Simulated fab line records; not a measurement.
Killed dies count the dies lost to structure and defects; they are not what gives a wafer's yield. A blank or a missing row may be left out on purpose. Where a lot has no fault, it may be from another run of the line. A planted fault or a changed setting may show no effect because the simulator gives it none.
Split-lot experiment	flow berkeley-cmos170	23 wafers read across 5 lots, on a route 331 steps long

## ON THE SPLIT
At UCB170_NSD_EXPOSE_03 (exposes mask NSELECT MOD, target cd 1200 nm), the setting dose-mj was moved away from the recipe's 30 on 5 of the 23 wafers read, by -5.4% to -3.3%. This setting was run at the recipe's value on the other wafers.

## FROM THE SPLIT TO THE READING: what the file shows between them, 2 steps
- UCB170_NSD_PEB_04
- UCB170_NSD_DEVELOP_05: develop time 45 s

## THE READING
cd-nm (nm) at UCB170_NSD_CD_MEAS_06, where the cd target is 1200 nm. Fault-free wafers of this fab line usually give 1200.6 nm, standard deviation 1.4 nm.

wafer	tool, chamber at the split	dose-mj as run	against the recipe	cd-nm, nm	against lot-mates on the recipe
L074.1	krf-scanner-01, 0	30	recipe	1199.4	-
L074.2	krf-scanner-01, 0	28.37	-5.4%	1189.6	-10.9
L074.4	krf-scanner-01, 0	28.37	-5.4%	1191.1	-9.4
L074.5	krf-scanner-01, 0	30	recipe	1200.9	-
L074.6	krf-scanner-01, 0	30	recipe	1201.1	-
L076.1	krf-scanner-01, 0	30	recipe	1201.9	-
L076.2	krf-scanner-01, 0	30	recipe	1201.3	-
L076.3	krf-scanner-01, 0	30	recipe	1200.9	-
L076.4	krf-scanner-01, 0	30	recipe	1201.1	-
L076.6	krf-scanner-01, 0	30	recipe	1202.8	-
L075.4	krf-scanner-02, 0	30	recipe	1199.4	-
L075.5	krf-scanner-02, 0	30	recipe	1200.2	-
L075.6	krf-scanner-02, 0	30	recipe	1199.0	-
L077.2	krf-scanner-02, 0	29.01	-3.3%	1193.8	-5.4
L077.3	krf-scanner-02, 0	29.01	-3.3%	1194.7	-4.5
L077.4	krf-scanner-02, 0	30	recipe	1200.0	-
L077.5	krf-scanner-02, 0	29.01	-3.3%	1192.4	-6.8
L077.6	krf-scanner-02, 0	30	recipe	1198.4	-
L084.1	krf-scanner-01, 0	30	recipe	1198.9	-
L084.2	krf-scanner-01, 0	30	recipe	1199.4	-
L084.3	krf-scanner-01, 0	30	recipe	1198.1	-
L084.4	krf-scanner-01, 0	30	recipe	1198.9	-
L084.6	krf-scanner-01, 0	30	recipe	1199.0	-

THE FIT
A straight line over all 23 wafers: cd-nm changes by +1.83 nm for each +1% of dose-mj; r = +0.94; the points scatter about the line by 1.3 nm.
The same after taking each lot's own level away (the mean of its wafers on the recipe; 23 wafers): +1.81 nm for each +1%; r = +0.98; scatter 0.74 nm.
Per that fit: largest dose-mj move, reading shift of 9.8 nm.
Across the lots, their own levels run from 1198.86 to 1201.60 nm, a range of 2.0 times the standard deviation given above.
The two slopes are in agreement: the lot-to-lot level therefore moves the slope only a little.
Check: -9.26 nm against its lot-mates is what the line predicts for one of the wafers moved furthest among these (-5.4%) when that wafer is left out of the fit. Against them it came out at -10.9 nm.

## THE OTHER SPLITS THESE WAFERS WENT THROUGH
These wafers also went through other splits before the reading. Each is held against what the fit with the lots' levels taken away leaves over:
other split on the same wafers	wafers away from the commonest value	r with cd-nm (lot level and that fit taken away)
UCB170_SPACER_CVD_00 time-s	8	+0.13
UCB170_NSD_COAT_01 resist-thk-nm	7	-0.44

## FILE'S OWN FIT
cd-nm changes by +1.81 nm for each +1% of dose-mj, r = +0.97.
